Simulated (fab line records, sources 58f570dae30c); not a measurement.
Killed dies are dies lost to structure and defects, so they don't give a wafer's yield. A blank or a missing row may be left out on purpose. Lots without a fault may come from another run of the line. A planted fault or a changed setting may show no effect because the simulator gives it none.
Which tool did it? | flow berkeley_cmos170 | 8 lots, 24 wafers sampled, at 2 steps of a route of 331

WHAT THE GAUGES READ, wafer by wafer
UCB170_PSD_OVL_MEAS_07.
lot  | measured     | on         | PSD_OVL (nm)
L209 | day 6 14:47  | overlay-02 | -4 0 -5
L210 | day 7 03:14  | overlay-01 | -8 -4 -6
L215 | day 8 10:16  | overlay-01 | -1 -2 -4
L217 | day 8 10:23  | overlay-01 | 5 7 6
L220 | day 9 17:23  | overlay-01 | 158 151 149 159 148 148
L222 | day 10 01:58 | overlay-02 | 155 153 150 153 155 148
L224 | day 10 02:13 | overlay-01 | 3 1 11
L227 | day 11 06:37 | overlay-01 | 152 161 162 153 158 160

WHICH TOOL RAN EACH LOT (tool, then ch and the chambers of the sampled wafers, then the start)
lot  | UCB170_PSD_EXPOSE_03
L209 | krf_scanner-02 ch 0, day 6 14:07
L210 | krf_scanner-02 ch 0, day 7 02:45
L215 | krf_scanner-01 ch 0, day 8 09:44
L217 | krf_scanner-01 ch 0, day 8 09:54
L220 | krf_scanner-01 ch 0, day 9 16:33
L222 | krf_scanner-01 ch 0, day 10 01:13
L224 | krf_scanner-02 ch 0, day 10 01:28
L227 | krf_scanner-01 ch 0, day 11 05:25
- UCB170_PSD_EXPOSE_03: exposes mask PSELECT MOD, target cd 1200 nm.

THE ANSWER, worked out from the rows above alone
Rule: what is usual is taken from the lots themselves. Put in order of their means at a reading, lots are off if they are a third of the lots or fewer, leave a main group of 4 or more, and stand apart from it by a gap of 3 or more times the standard deviation of the main group's means; of several such gaps the widest counts. A main group whose means are all the same, to the digits that the tables above print for the reading, isn't used. A lot without any number at a reading at which 4 lots or more have one is off too. The other lots that the step has rows for count as sound.
No lot is off at any reading shown: from this, nothing can be told.

WHAT THE SIMULATOR HAD PUT IN
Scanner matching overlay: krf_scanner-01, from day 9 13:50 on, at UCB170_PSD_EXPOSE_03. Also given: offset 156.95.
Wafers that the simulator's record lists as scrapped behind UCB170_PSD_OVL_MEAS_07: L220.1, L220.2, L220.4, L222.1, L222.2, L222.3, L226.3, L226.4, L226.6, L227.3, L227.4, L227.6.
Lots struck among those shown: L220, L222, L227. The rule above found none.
